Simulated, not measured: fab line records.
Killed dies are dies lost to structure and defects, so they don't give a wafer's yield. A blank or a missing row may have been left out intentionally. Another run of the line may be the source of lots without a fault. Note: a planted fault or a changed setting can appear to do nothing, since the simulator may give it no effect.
A lot that was struck, set against a sound lot / flow berkeley cmos170 / 21 steps out of a route of 331
Sound: wafers L408.2, L408.4, L408.5. The struck wafers were L414.1, L414.3, L414.4. Last of all comes the cause.
Order at every step that has rows: each side's tool, ch and its chambers, its first start. Under that, the readings that differ: sound wafers / struck wafers / difference of the means / sigmas: that difference in standard deviations of wafers without a fault.
alike: words and numbers the same on both sides, and readings whose means are apart by under 2 such deviations; not compared: readings that were withheld, readings missing a value for some wafer, numbers with overlapping values and no deviation given by the record, and bounds like >300 which may hide the same value.
Wherever a step has rows on one side only, a row that says differs or no value, or a row with sigmas, the two part there. When numbers do not overlap yet have no deviation, they are printed without sigmas and do not part them. A reading missing from all wafers of one side parts the sides only when that side holds two or more wafers.

first, 3 steps without rows for these wafers: UCB170_FIELD_WET_ETCH_04 (etches SiO2 in dHF, time 60 s); UCB170_FIELD_WET_ETCH_05 (etches Si3N4 in H3PO4, time 12600 s); UCB170_FIELD_WET_ETCH_06 (etches SiO2 in BOE, time 22 s).
UCB170_FIELD_THK_MEAS_90:
  struck on film metro-04, day 7 17:48; sound on film metro-02, day 6 07:11
  alike: FIELD_OXIDE_LEFT_1_THK
then, 2 steps without rows for these wafers: UCB170_SACOX_CLEAN_00 (cleans in dHF, time 7.5 s); UCB170_SACOX_OXIDATION_01 (target thk 14.4 nm, ox time 2400 s).
UCB170_SACOX_THK_MEAS_02:
  struck on film metro-01, day 7 22:16; sound on film metro-03, day 6 13:29
  alike: SACOX_OXIDE_THK
then, 2 steps without rows for these wafers: UCB170_SCREENOX_WET_ETCH_00 (etches SiO2 in dHF, time 200 s); UCB170_SCREENOX_OXIDATION_01 (target thk 14.4 nm, ox time 2400 s).
UCB170_SCREENOX_THK_MEAS_02:
  struck on film metro-04, day 8 02:29; sound on film metro-01, day 6 19:28
  alike: SCREENOX_OXIDE_THK
then, 2 steps without rows for these wafers: UCB170_SCREENOX_ANNEAL_03 (time 900 s); UCB170_NVT_HMDS_00 (prime time 60 s).
UCB170_NVT_COAT_01: resist thk 900 nm.
  sound on litho track-03 ch 0, day 7 01:47; struck on litho track-03 ch 0, day 8 07:07
reading=model.KrF_of_NVT_COAT_01.thk nm (nm); sound=903 902.5 903.5; struck=984.5 984.8 984.6; difference=+81.6; sigmas=
  alike: dispense pressure kPa, exhaust pa
then, 3 steps without rows for these wafers: UCB170_NVT_SOFTBAKE_02 (time 60 s); UCB170_NVT_EXPOSE_03 (exposes mask PWELL, target cd 3000 nm); UCB170_NVT_PEB_04.
UCB170_NVT_DEVELOP_05: develop time 45 s.
  sound: litho track-04 ch 0; struck: litho track-02 ch 0
reading=model.KrF_of_NVT_COAT_01.thk nm (nm); sound=888.8 888.3 889.3; struck=970.3 970.6 970.4; difference=+81.6; sigmas=
  alike: exhaust pa
UCB170_NVT_OVL_MEAS_06:
  struck on overlay-02, day 8 08:19; sound on overlay-01, day 7 02:41
  alike: NVT_OVL
after that, 1 step had no rows for these wafers: UCB170_NVT_IMPLANT_07.
UCB170_NVT_STRIP_08: strips in O2.
  sound on plasma asher-03 ch 0,1, day 7 02:52; struck on plasma asher-02 ch 0,1, day 8 08:30
reading=strip time to endpoint s (s); sound=21.69 21.69 21.72; struck=23.64 23.66 23.64; difference=+1.95; sigmas=+41
  alike: drypump motor current A, oes product au
  not compared: rf hours counter h
UCB170_NVT_TW_MEAS_09:
  struck on film metro-02, day 8 08:36; sound on film metro-01, day 7 02:58
reading=NVT_TW; sound=538 542 538; struck=522 525 523; difference=-16; sigmas=-2

== WHERE THEY PART ==
First at UCB170_NVT_STRIP_08; last, within this record, at UCB170_NVT_TW_MEAS_09.

WHY: whatever the simulator had introduced
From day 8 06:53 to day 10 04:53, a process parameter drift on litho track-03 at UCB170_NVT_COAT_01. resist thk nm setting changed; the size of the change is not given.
